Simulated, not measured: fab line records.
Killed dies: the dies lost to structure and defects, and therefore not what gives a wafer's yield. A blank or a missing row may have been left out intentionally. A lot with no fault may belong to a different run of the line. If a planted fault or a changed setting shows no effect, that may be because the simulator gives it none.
Problem report in the 8D (eight disciplines) form, filled by code -- flow berkeley_cmos170 -- the parts of the form that need people (team, actions taken, sign-off) are left out

1. PROBLEM STATEMENT
Mean PWELL_TW at UCB170_PWELL_TW_MEAS_17: 435.9 over 6 wafers in 2 lots; fault-free wafers: 381.1, standard deviation 2.9. That is +19 standard deviations from the usual mean.
Seen first at day 6 12:17 on film_metro-04, wafer L321.2. The record holds 42 wafers of 14 lots with a number at this step. Rule for "out" (also "out of limits"): further than 4 standard deviations from the usual mean. The other wafers with a number count as sound.

2. WHAT IT IS AND WHAT IT IS NOT
question,is,is not
which readings at this step,PWELL_TW,-
which lots,"L321, L324","L305, L306, L307, L308, L309, L310, L311, L312, L313, L314, L315, L316"
which wafers of those lots,all that have a number,-
read on which gauges,film_metro-04,"film_metro-01, film_metro-03"
when,from day 6 12:17,up to then (36 sound wafers)

3. SUSPECTS, AND WHAT RULES EACH OUT
Counting: a tool stays on the suspect list if, at a process step up to the reading, it processed all lots that are out and no sound lot following the first of them.
- the gauge at UCB170_PWELL_TW_MEAS_17 has been ruled out. All the wafers that are out were read on film_metro-04, but those of them that UCB170_PWELL_IMPLANT_15 has rows for are out there too, on other tools.
- implanter-02 at UCB170_PWELL_IMPLANT_15: kept. All lots that are out passed through it, beginning with L321 at day 6 12:03, and no sound lot followed; its final sound lot before that point was L314 at day 5 03:13. On those wafers its own readings are out: dose_ions_cm2, faraday_current_uA.
Left after counting: implanter-02 at UCB170_PWELL_IMPLANT_15.

4. THE CAUSE (what the simulator had put in)
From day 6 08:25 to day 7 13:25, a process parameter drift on implanter-02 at UCB170_PWELL_IMPLANT_15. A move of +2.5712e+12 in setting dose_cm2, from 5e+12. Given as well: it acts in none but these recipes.
Only this tool survived the counting.

5. THE CHAIN OF EFFECTS, in route order
Rows list readings where the struck wafers' mean (over those with a number) sits beyond 3 standard deviations from the usual. Only readings whose record carries a usual standard deviation are examined. hours: median over the lots of the time between each lot's start at the first step of this table that gives one and its start at this step. sigmas: the change, counted in usual standard deviations.
hours,step,reading,usual,on struck wafers,change,sigmas
0,UCB170_PWELL_IMPLANT_15,dose_ions_cm2,5.001e+12,7.574e+12,+2.574e+12,+99 or more
0,UCB170_PWELL_IMPLANT_15,faraday_current_uA,15.9,23.8,+7.9,+25
0,UCB170_PWELL_TW_MEAS_17,PWELL_TW,381.1,435.9,+54.8,+19
Process steps it contains:
- UCB170_PWELL_IMPLANT_15
Later steps that measure or inspect, where all struck wafers having a row at the step show a number for every such reading and not one has moved that far: UCB170_SCREENOX_THK_MEAS_02, UCB170_GATE_CD_MEAS_90.

6. HOW IT WOULD HAVE BEEN CAUGHT EARLIER
Counted from the fault's start at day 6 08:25, it took 4 hours until the first out-of-limits reading at a measuring or inspecting step in this record, taken at day 6 12:17.
Tool's own readings at UCB170_PWELL_IMPLANT_15, dose_ions_cm2, faraday_current_uA: out on all struck wafers the step has rows for; an alarm limit on them would have tripped on the first.
L324, from the lots that are out (2), started UCB170_PWELL_IMPLANT_15 on implanter-02 later than day 6 12:17. Holding the tool at that time would have saved it.
